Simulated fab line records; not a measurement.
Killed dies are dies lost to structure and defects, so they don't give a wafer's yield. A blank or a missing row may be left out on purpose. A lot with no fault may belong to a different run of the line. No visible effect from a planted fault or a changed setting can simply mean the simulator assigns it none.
8D (eight disciplines) problem report, filled in by code + flow berkeley_cmos170 + the parts of the form that need people (team, actions taken, sign-off) are left out

== 1. PROBLEM STATEMENT ==
Mean FIELD_OXIDE_THK at UCB170_FIELD_THK_MEAS_02: 671 nm over 12 wafers in 4 lots; fault-free wafers: 560 nm, standard deviation 13. That is +8.5 standard deviations from the usual mean.
The first sign was on wafer L570.1 at day 6 07:11, on film_metro-04. Wafers with a number at this step in the record: 48, from 16 lots. Rule for "out" (also "out of limits"): further than 4 standard deviations from the usual mean. Any other wafer with a number is counted as sound.

== 2. WHAT IT IS, AND WHAT IT ISN'T ==
| question                    | is                                          | is not                                                                                             |
|-----------------------------|---------------------------------------------|----------------------------------------------------------------------------------------------------|
| which readings at this step | FIELD_OXIDE_THK                             | -                                                                                                  |
| which lots                  | L570, L571, L572, L573                      | L563, L564, L566, L567, L568, L569, L574, L575, L576, L578, L582, L583                             |
| which wafers of those lots  | all that have a number                      | -                                                                                                  |
| read on which gauges        | film_metro-01, film_metro-02, film_metro-04 | -                                                                                                  |
| when                        | from day 6 07:11                            | up to then (18 sound wafers); but 18 sound wafers of L574, L575, L576, L578, L582, L583 came after |

== 3. THE SUSPECTS, EACH WITH WHAT RULES IT OUT ==
Counting: a tool stays on the suspect list if, at a process step up to the reading, it processed all lots that are out and no sound lot following the first of them.
- the gauge at UCB170_FIELD_THK_MEAS_02: ruled out. The wafers that are out were read on 3 gauges (film_metro-01, film_metro-02, film_metro-04).
- furnace-04 at UCB170_FIELD_OXIDATION_01 (target thk 558.3 nm, ox time 7200 s): kept. It ran every lot that is out, first L570 (day 6 04:11), and no sound lot after that; its last sound lot up to then is L568 (day 5 17:37).
Left after counting: furnace-04 at UCB170_FIELD_OXIDATION_01.

== 4. THE CAUSE (what the simulator had put in) ==
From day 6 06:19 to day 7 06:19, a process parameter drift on furnace-04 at UCB170_FIELD_OXIDATION_01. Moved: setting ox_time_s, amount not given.
The count eliminated every tool but this one.

== 5. SEQUENCE OF EFFECTS, ordered by route ==
Rows list readings where the struck wafers' mean (over those with a number) sits beyond 3 standard deviations from the usual. Scope: only readings with a usual standard deviation given in the record; hours: median across lots of the time from each lot's start at the first step in this table that gives one to its start at this step; sigmas: change in usual standard deviations.
| hours | step                     | reading                | usual  | on struck wafers | change | sigmas |
|-------|--------------------------|------------------------|--------|------------------|--------|--------|
| 0     | UCB170_FIELD_THK_MEAS_02 | FIELD_OXIDE_THK        | 560 nm | 671              | +111   | +8.5   |
| 8     | UCB170_FIELD_THK_MEAS_90 | FIELD_OXIDE_LEFT_1_THK | 444 nm | 554              | +110   | +8.5   |
| 27    | UCB170_FIELD_THK_MEAS_91 | FIELD_OXIDE_LEFT_2_THK | 355 nm | 466              | +111   | +8.5   |
Later measuring or inspecting steps at which every struck wafer that the step has a row for has a number for every such reading, and none has moved that far: UCB170_V1_BOW_MEAS_03.

== 6. HOW IT WOULD HAVE BEEN CAUGHT EARLIER ==
In this record the first reading out of limits at a measuring or inspecting step was taken at day 6 07:11, 1 hour after the fault began at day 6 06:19.
No tool reading at UCB170_FIELD_OXIDATION_01 that has a usual standard deviation in the record was out on any struck wafer, so an alarm limit of 4 standard deviations on those readings would not have fired.
L572, L573, from the lots that are out (4), started UCB170_FIELD_OXIDATION_01 on furnace-04 later than day 6 07:11. A hold on the tool at that time would have spared those 2.
